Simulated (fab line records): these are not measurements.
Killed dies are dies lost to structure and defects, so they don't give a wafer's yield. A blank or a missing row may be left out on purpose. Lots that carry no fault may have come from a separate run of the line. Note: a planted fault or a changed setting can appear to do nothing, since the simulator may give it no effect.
The tool behind it: which one? + flow rit-cmos + Sampling: 14 lots, 42 wafers, 3 of 202 route steps

WHAT EACH GAUGE READ, for each wafer
RIT_NLDD_TW_MEAS_10.
| lot  | measured    | on            | NLDD_TW                       |
|------|-------------|---------------|-------------------------------|
| L117 | day 2 19:14 | film-metro-04 | 2460 2458 2462                |
| L118 | day 2 22:12 | film-metro-04 | 2454 2461 2470                |
| L119 | day 3 05:27 | film-metro-03 | 2474 2487 2478                |
| L120 | day 3 09:19 | film-metro-04 | 2479 2478 2469                |
| L121 | day 3 15:53 | film-metro-02 | 2460 2466 2463                |
| L122 | day 3 19:21 | film-metro-02 | 2480 2467 2469                |
| L123 | day 3 23:10 | film-metro-02 | 2485 2478 2471                |
| L125 | day 4 09:21 | film-metro-04 | 2459 2454 2458                |
| L126 | day 4 15:45 | film-metro-04 | 2645 2635 2647 2642 2640 2644 |
| L130 | day 5 10:08 | film-metro-04 | 2656 2647 2636 2649 2655 2638 |
| L135 | day 6 12:33 | film-metro-03 | 2478 2474 2486                |
| L137 | day 7 00:13 | film-metro-03 | 2488 2476 2487                |
| L139 | day 7 09:52 | film-metro-04 | 2469 2463 2460                |
| L140 | day 7 17:02 | film-metro-04 | 2474 2479 2467                |

RIT_SDANNEAL_RS_MEAS_07: uses a four-point probe to measure.
| lot  | measured    | on            | NLDD_RS (ohm/sq)                    |
|------|-------------|---------------|-------------------------------------|
| L117 | day 3 03:11 | film-metro-03 | 152.6 152.6 152.4                   |
| L118 | day 3 06:11 | film-metro-02 | 151.5 151.9 151.7                   |
| L119 | day 3 13:20 | film-metro-03 | 151.6 151.1 150.8                   |
| L120 | day 3 17:28 | film-metro-02 | 152.4 152.4 152.2                   |
| L121 | day 3 23:54 | film-metro-03 | 152.2 151.2 151.9                   |
| L122 | day 4 03:22 | film-metro-03 | 152.3 151.7 152.3                   |
| L123 | day 4 07:00 | film-metro-02 | 151.8 152.5 152.1                   |
| L125 | day 4 17:24 | film-metro-03 | 151.3 151.5 151.3                   |
| L126 | day 5 06:09 | film-metro-04 | 145.6 145.7 145.5 145.7 145.7 145.6 |
| L130 | day 6 04:42 | film-metro-03 | 147.1 147.1 147.5 147.5 147.2 147.5 |
| L135 | day 6 20:25 | film-metro-02 | 152.4 152.5 152.5                   |
| L137 | day 7 08:11 | film-metro-02 | 151.6 151.5 151.3                   |
| L139 | day 7 17:50 | film-metro-02 | 152.3 152.3 152.2                   |
| L140 | day 8 02:22 | film-metro-03 | 151.1 150.9 151.5                   |

WHAT TOOL EACH LOT RAN ON (gives the tool, then ch and the chambers of the sampled wafers, and finally the start)
| lot  | RIT_NLDD_IMPLANT_08            |
|------|--------------------------------|
| L117 | implanter-01 ch 0, day 2 18:55 |
| L118 | implanter-04 ch 0, day 2 21:53 |
| L119 | implanter-01 ch 0, day 3 05:08 |
| L120 | implanter-03 ch 0, day 3 08:59 |
| L121 | implanter-01 ch 0, day 3 15:34 |
| L122 | implanter-03 ch 0, day 3 19:01 |
| L123 | implanter-04 ch 0, day 3 22:51 |
| L125 | implanter-04 ch 0, day 4 09:01 |
| L126 | implanter-01 ch 0, day 4 15:25 |
| L130 | implanter-01 ch 0, day 5 09:50 |
| L135 | implanter-03 ch 0, day 6 12:14 |
| L137 | implanter-04 ch 0, day 6 23:53 |
| L139 | implanter-03 ch 0, day 7 09:32 |
| L140 | implanter-01 ch 0, day 7 16:45 |
- RIT_NLDD_IMPLANT_08

WHAT THE TOOLS THEMSELVES READ (means of the sampled wafers that have a number; where no wafer has one, the mark that the record gives instead)
RIT_NLDD_IMPLANT_08.
| lot  | tool         | beam-energy-keV | tilt-deg (degrees) |
|------|--------------|-----------------|--------------------|
| L117 | implanter-01 | 19.998          | 6.983              |
| L118 | implanter-04 | 20.003          | 7.013              |
| L119 | implanter-01 | 19.999          | 7.007              |
| L120 | implanter-03 | 20.002          | 7.011              |
| L121 | implanter-01 | 19.991          | 7.001              |
| L122 | implanter-03 | 20.010          | 7.035              |
| L123 | implanter-04 | 20.010          | 7.031              |
| L125 | implanter-04 | 20.001          | 6.987              |
| L126 | implanter-01 | 26.002          | 6.996              |
| L130 | implanter-01 | 26.002          | 7.010              |
| L135 | implanter-03 | 19.990          | 7.025              |
| L137 | implanter-04 | 20.006          | 6.985              |
| L139 | implanter-03 | 20.008          | 6.986              |
| L140 | implanter-01 | 20.008          | 6.998              |

THE ANSWER, worked out from the rows above alone
Rule: the usual values come from the lots themselves. Put in order of their means at a reading, lots are off if they are a third of the lots or fewer, leave a main group of 4 or more, and stand apart from it by a gap of 3 or more times the standard deviation of the main group's means; of several such gaps the widest counts. If all means in a main group match to the digits the tables above print for the reading, that group is not used. A lot without any number at a reading at which 4 lots or more have one is off too. All remaining lots with rows at the step are treated as sound. First the gauges in route order, then the tools' own readings, where a lot's mean is used as printed above. At the first step where some lot is off, the reading lying furthest off is the one used; lots without a number count as furthest.
Off: at RIT_NLDD_TW_MEAS_10 (NLDD_TW), L126, L130. For the main group the mean is 2471 and the standard deviation 8.6.
A tool fits if, at a process step before that reading, it ran every lot that is off, and no sound lot after the first of them. Not tried: the gauges at RIT_NLDD_TW_MEAS_10; whatever is off there is also off at RIT_NLDD_IMPLANT_08, on other tools, and gauge error can't account for it. Not one of the candidates tried fits.

WHAT THE SIMULATOR HAD INSERTED
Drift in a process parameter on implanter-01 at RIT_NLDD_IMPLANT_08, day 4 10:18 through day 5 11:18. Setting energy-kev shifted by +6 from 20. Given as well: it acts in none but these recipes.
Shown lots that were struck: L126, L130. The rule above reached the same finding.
